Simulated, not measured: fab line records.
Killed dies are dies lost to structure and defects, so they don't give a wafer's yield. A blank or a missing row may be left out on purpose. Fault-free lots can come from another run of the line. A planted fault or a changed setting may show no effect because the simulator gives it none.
Which of the tools did it? || flow berkeleyCmos170 || 21 wafers from 7 lots sampled at 2 of the route's 331 steps

WHAT THE GAUGES SHOWED, per wafer
UCB170_SDANNEAL_RS_MEAS_05: measurement is done with a four-point probe.
{"lot": "L925", "measured": "day 8 05:50", "on": "filmMetro-03", "NLDD_RS (ohm/sq)": "616.8 616.8 616.7"}
{"lot": "L927", "measured": "day 9 09:23", "on": "filmMetro-04", "NLDD_RS (ohm/sq)": "619.8 616.4 617.2"}
{"lot": "L930", "measured": "day 10 00:03", "on": "filmMetro-03", "NLDD_RS (ohm/sq)": "614.7 614.7 614.4"}
{"lot": "L931", "measured": "day 10 00:56", "on": "filmMetro-04", "NLDD_RS (ohm/sq)": "616.2 615.4 616.2"}
{"lot": "L935", "measured": "day 10 11:01", "on": "filmMetro-02", "NLDD_RS (ohm/sq)": "632.2 633.8 633.6"}
{"lot": "L936", "measured": "day 10 10:54", "on": "filmMetro-03", "NLDD_RS (ohm/sq)": "632.6 631.2 631.3"}
{"lot": "L944", "measured": "day 12 17:22", "on": "filmMetro-03", "NLDD_RS (ohm/sq)": "615.5 616.8 616.7"}

EACH LOT AND THE TOOL THAT RAN IT (in order: tool; ch and the chambers of the sampled wafers; start)
{"lot": "L925", "UCB170_NLDD_IMPLANT_08": "implanter-02 ch 0, day 7 15:55"}
{"lot": "L927", "UCB170_NLDD_IMPLANT_08": "implanter-04 ch 0, day 8 21:39"}
{"lot": "L930", "UCB170_NLDD_IMPLANT_08": "implanter-04 ch 0, day 9 12:10"}
{"lot": "L931", "UCB170_NLDD_IMPLANT_08": "implanter-03 ch 0, day 9 12:21"}
{"lot": "L935", "UCB170_NLDD_IMPLANT_08": "implanter-03 ch 0, day 10 00:07"}
{"lot": "L936", "UCB170_NLDD_IMPLANT_08": "implanter-03 ch 0, day 10 00:52"}
{"lot": "L944", "UCB170_NLDD_IMPLANT_08": "implanter-02 ch 0, day 12 04:58"}
- UCB170_NLDD_IMPLANT_08

THE ANSWER, worked out from the rows above alone
Rule: the lots themselves supply what counts as usual. The widest of any qualifying gaps counts: lots, ordered by their means at a reading, are off when they make up no more than a third of the lots, leave a main group of 4 or more, and stand apart from it by 3 or more times the standard deviation of that group's means. Not used: any main group whose means are identical at the precision the tables above print for the reading. A lot without any number at a reading at which 4 lots or more have one is off too. The other lots that the step has rows for count as sound.
Off: L935, L936, at UCB170_SDANNEAL_RS_MEAS_05 (NLDD_RS). Main group: mean 616.3 ohm/sq, sd 1.
If a tool, at a process step before that reading, ran all the lots that are off and no sound lot after the first of them, it fits. The gauges at UCB170_SDANNEAL_RS_MEAS_05 are tried like those tools. One fits: implanter-03 at UCB170_NLDD_IMPLANT_08. Its last sound lot is L931 (day 9 12:21), its first lot that is off L935 (day 10 00:07): a fault that began between those two fits.

WHAT WAS PUT IN BY THE SIMULATOR
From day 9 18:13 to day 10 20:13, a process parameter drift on implanter-03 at UCB170_NLDD_IMPLANT_08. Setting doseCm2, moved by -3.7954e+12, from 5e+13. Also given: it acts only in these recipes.
Shown lots that were struck: L936, L935. The rule given above showed the same thing.
